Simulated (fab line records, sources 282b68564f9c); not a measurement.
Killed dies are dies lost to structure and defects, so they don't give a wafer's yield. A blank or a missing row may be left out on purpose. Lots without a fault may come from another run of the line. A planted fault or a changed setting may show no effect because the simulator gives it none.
A struck lot beside a sound one | flow rit_cmos | 17 steps out of a route of 202
Sound: wafers L471.1, L471.4, L471.5. Struck: wafer L473.5. (L473.1, L473.2 of the same lot were not struck and are left out.) The cause comes at the end.
At each step with rows: each side's tool, then ch and its chambers, then its first start. Under that, the readings that differ: sound wafers | struck wafers | difference of the means | sigmas: that difference in standard deviations of wafers without a fault.
alike: readings whose means differ by less than 2 such deviations, and words and numbers that are the same on both sides. not compared: withheld readings, readings that some wafer has no value for, bounds like >300 that may hide the same value, and numbers for which the record gives no deviation and whose values overlap.
The two part at a step that has a row with sigmas, a row that says differs or no value, or rows on one side only. Numbers that don't overlap but have no deviation are shown without sigmas and don't part them. A reading that every wafer of one side lacks parts them only if that side has two wafers or more.

first, 1 step without rows for these wafers: RIT_PSD_IMPLANT_08.
RIT_PSD_STRIP_09: strips in O2, time 180 s.
  sound on plasma_asher-03 ch 0,1, day 4 02:03; struck on plasma_asher-03 ch 1, day 4 20:10
  alike: drypump_motor_current_A
  not compared: rf_hours_counter_h
RIT_PSD_TW_MEAS_10:
  sound on film_metro-01, day 4 02:14; struck on film_metro-03, day 4 20:20
  alike: PSD_TW
then, 3 steps without rows for these wafers: RIT_SDANNEAL_CLEAN_00 (cleans in SC1, time 600 s); RIT_SDANNEAL_CLEAN_01 (cleans in dHF, time 30 s); RIT_SDANNEAL_CLEAN_02 (cleans in SC2, time 600 s).
RIT_SDANNEAL_RTA_03: time 5 s.
  sound on rtp_anneal-02 ch 0, day 4 02:39; struck on rtp_anneal-02 ch 0, day 4 20:46
  alike: ramp_down_c_per_s, ramp_up_c_per_s, wafer_temp_C_max
RIT_SDANNEAL_RS_MEAS_04: measures by four-point-probe.
  sound on film_metro-01, day 4 02:43; struck on film_metro-03, day 4 20:49
  alike: PSD_RS
RIT_SDANNEAL_RS_MEAS_05: measures by four-point-probe.
  sound on film_metro-01, day 4 02:50; struck on film_metro-03, day 4 20:56
  alike: NSD_RS
RIT_SDANNEAL_RS_MEAS_06: measures by four-point-probe.
  sound on film_metro-01, day 4 02:57; struck on film_metro-03, day 4 21:04
  alike: PLDD_RS
RIT_SDANNEAL_RS_MEAS_07: measures by four-point-probe.
  sound on film_metro-01, day 4 03:04; struck on film_metro-03, day 4 21:11
  alike: NLDD_RS
then, 1 step without rows for these wafers: RIT_SILICIDE_WET_ETCH_00 (etches SiO2 in BOE, target depth 14 nm, time 15 s).
RIT_SILICIDE_SPUTTER_01: material Ti, target thk 30 nm, time 240 s.
  sound on pvd_sputter-01, day 4 03:13; struck on pvd_sputter-01, day 4 21:19
  reading                                     | sound             | struck | difference | sigmas
  model.Ti_of_SILICIDE_SPUTTER_01.thk_nm (nm) | 30.79 29.76 29.76 | 34.68  | +4.58      |
  alike: throttle_valve_pct
RIT_SILICIDE_RS_MEAS_02: measures by four-point-probe.
  sound on film_metro-04, day 4 03:22; struck on film_metro-03, day 4 21:28
  reading                 | sound          | struck | difference | sigmas
  SILICIDE_TI_RS (ohm/sq) | 46.3 48.4 48.5 | 39.9   | -7.8       | -8
RIT_SILICIDE_THK_MEAS_03: measures by xrf.
  sound on film_metro-04, day 4 03:29; struck on film_metro-03, day 4 21:35
  reading              | sound          | struck | difference | sigmas
  SILICIDE_TI_THK (nm) | 30.7 29.7 29.8 | 34.8   | +4.7       | +10
RIT_SILICIDE_RTA_04: time 10 s, ramp up 5 s, ramp down 5 s.
  sound on rtp_anneal-01 ch 0, day 4 03:32; struck on rtp_anneal-02 ch 0, day 4 21:38
  reading          | sound             | struck | difference | sigmas
  wafer_temp_C_max | 653.1 653.9 654.9 | 655.6  | +1.6       | +2
RIT_M1_PROBE_99:
  sound on prober-02, day 4 09:57; struck on prober-01, day 5 04:31
  reading                              | sound             | struck | difference | sigmas
  model.etest.npoly_line.line_ohm_um   | 164.2 166.2 169.6 | 155.9  | -10.8      |
  model.etest.ppoly_line.line_ohm_um   | 156.7 158.4 163.1 | 149.3  | -10.1      |
  model.etest.contact_pplus.end_ohm_um | 45.02 44.2 43.24  | 52.94  | +8.79      |
  model.etest.contact_nplus.end_ohm_um | 41.69 42.18 41.18 | 51.61  | +9.93      |
  model.etest.ppoly_line.width_nm (nm) | 102.7 103.2 102.1 | 99.35  | -3.32      |
  model.etest.npoly_line.width_nm (nm) | 101.7 102.9 101.6 | 99.13  | -2.94      |
  model.etest.npoly_line.rs_ohm_sq     | 16.63 17.05 17.13 | 15.3   | -1.6       |
  model.etest.ppoly_line.rs_ohm_sq     | 16.18 16.62 16.49 | 14.91  | -1.52      |
  alike: killed_at_contacts, killed_at_front_end, killed_dies, killed_open, killed_short

WHERE THEY PART
First at RIT_SILICIDE_RS_MEAS_02; last, within this record, at RIT_SILICIDE_RTA_04. Later steps at which nothing parts them and some readings are alike: RIT_M1_PROBE_99.

WHY: what the simulator had put in
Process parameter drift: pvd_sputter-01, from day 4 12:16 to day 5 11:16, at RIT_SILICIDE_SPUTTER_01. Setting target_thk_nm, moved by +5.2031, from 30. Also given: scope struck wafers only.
